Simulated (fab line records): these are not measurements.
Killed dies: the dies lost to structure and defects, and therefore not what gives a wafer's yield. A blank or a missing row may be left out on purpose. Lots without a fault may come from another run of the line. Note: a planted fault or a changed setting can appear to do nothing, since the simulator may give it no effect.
One fault seen from 2 desks ; flow rit_cmos ; every desk sees just its own numbers, and what lay behind them comes last

## FROM THE METROLOGY DESK
Lot by lot, what the gauges showed, no matter which tool ran the lot: averages of those sampled wafers that carry a number. A lot is out of limits, marked OUT, if its mean lies more than 4 standard deviations from the usual mean; the brackets give that distance.
Columns: A = NWELL_RS at RIT_WELLDRIVE_RS_MEAS_01, usual 275.2 ohm/sq; B = PWELL_RS at RIT_WELLDRIVE_RS_MEAS_02, usual 430.5 ohm/sq; C = M1_BOW at RIT_M1_BOW_MEAS_16, usual 16 um
lot;first seen here;A;B;C
L867;day 2 05:41;275.0;428.9;13
L870;day 2 19:43;274.4;430.3;19
L872;day 3 06:23;274.7;430.0;10
L873;day 3 10:52;273.9;431.7;17
L874;day 3 15:09;275.4;432.1;13
L875;day 3 21:26;275.3;429.2;16
L877;day 4 06:37;275.6;431.0;10
L878;day 4 11:18;274.6;431.9;14
L879;day 4 16:08;253.0 (-35) OUT;404.9 (-21) OUT;16
L881;day 5 02:51;252.5 (-35) OUT;404.7 (-22) OUT;21
L885;day 5 21:47;275.2;431.0;23
L886;day 6 02:37;275.7;431.2;14
L888;day 6 13:13;276.2;431.3;23
L890;day 6 22:59;275.6;429.5;18
This desk's result: L879, L881 out of limits, first on L879 (NWELL_RS at RIT_WELLDRIVE_RS_MEAS_01), day 4 16:08. Within limits: L867, L870, L872, L873, L874, L875, L877, L878, L885, L886, L888, L890.

## AT THE TOOL OWNER'S DESK: furnace-02
Per lot that ran on this tool, the mean of the sampled wafers carrying a number, from the tool's own readings at RIT_WELLDRIVE_ANNEAL_00 (time 14700 s). A lot is out of limits, marked OUT, if its mean lies more than 4 standard deviations from the usual mean; the brackets give that distance.
Columns: A = spike_tc_centre_C at RIT_WELLDRIVE_ANNEAL_00, usual 1102.5 C; B = spike_tc_load_C at RIT_WELLDRIVE_ANNEAL_00, usual 1124.3 C; C = spike_tc_source_C at RIT_WELLDRIVE_ANNEAL_00, usual 1124.8 C; D = tube_center_temp_C at RIT_WELLDRIVE_ANNEAL_00, usual 1100 C; E = tube_center_temp_C_max at RIT_WELLDRIVE_ANNEAL_00, usual 1102.8; F = zone_power_centre_pct at RIT_WELLDRIVE_ANNEAL_00, usual 50 %
lot;first seen here;A;B;C;D;E;F
L873;day 3 05:47;1101.4;1127.0;1121.4;1100;1103.2;47
L875;day 3 16:20;1102.1;1126.5;1121.8;1100;1102.6;48
L879;day 4 11:02;1123.9 (+19) OUT;1150.1 (+11) OUT;1145.1 (+7.2) OUT;1122 (+99 or more) OUT;1124.6 (+47) OUT;48
L881;day 4 21:45;1124.3 (+20) OUT;1149.5 (+11) OUT;1143.4 (+6.7) OUT;1122 (+99 or more) OUT;1124.5 (+47) OUT;48
This desk's verdict: out of limits on L879, L881, starting with L879 at day 4 11:02 (spike_tc_centre_C at RIT_WELLDRIVE_ANNEAL_00). Within limits: L873, L875.

## ALL TOGETHER
At day 4 11:02, on L879, L881, the tool owner's desk was in a position to raise an alarm.
The metrology desk could have raised an alarm at day 4 16:08, on L879, L881.
The lots listed all ran RIT_WELLDRIVE_ANNEAL_00 on furnace-02.

## WHAT WAS PUT IN BY THE SIMULATOR
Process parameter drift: furnace-02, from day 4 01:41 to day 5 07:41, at RIT_WELLDRIVE_ANNEAL_00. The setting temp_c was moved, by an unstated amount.
Lots struck among those shown: L879, L881.
Hours from the fault's start to each desk's first reading out of limits: the tool owner's desk, 9; the metrology desk, 14.
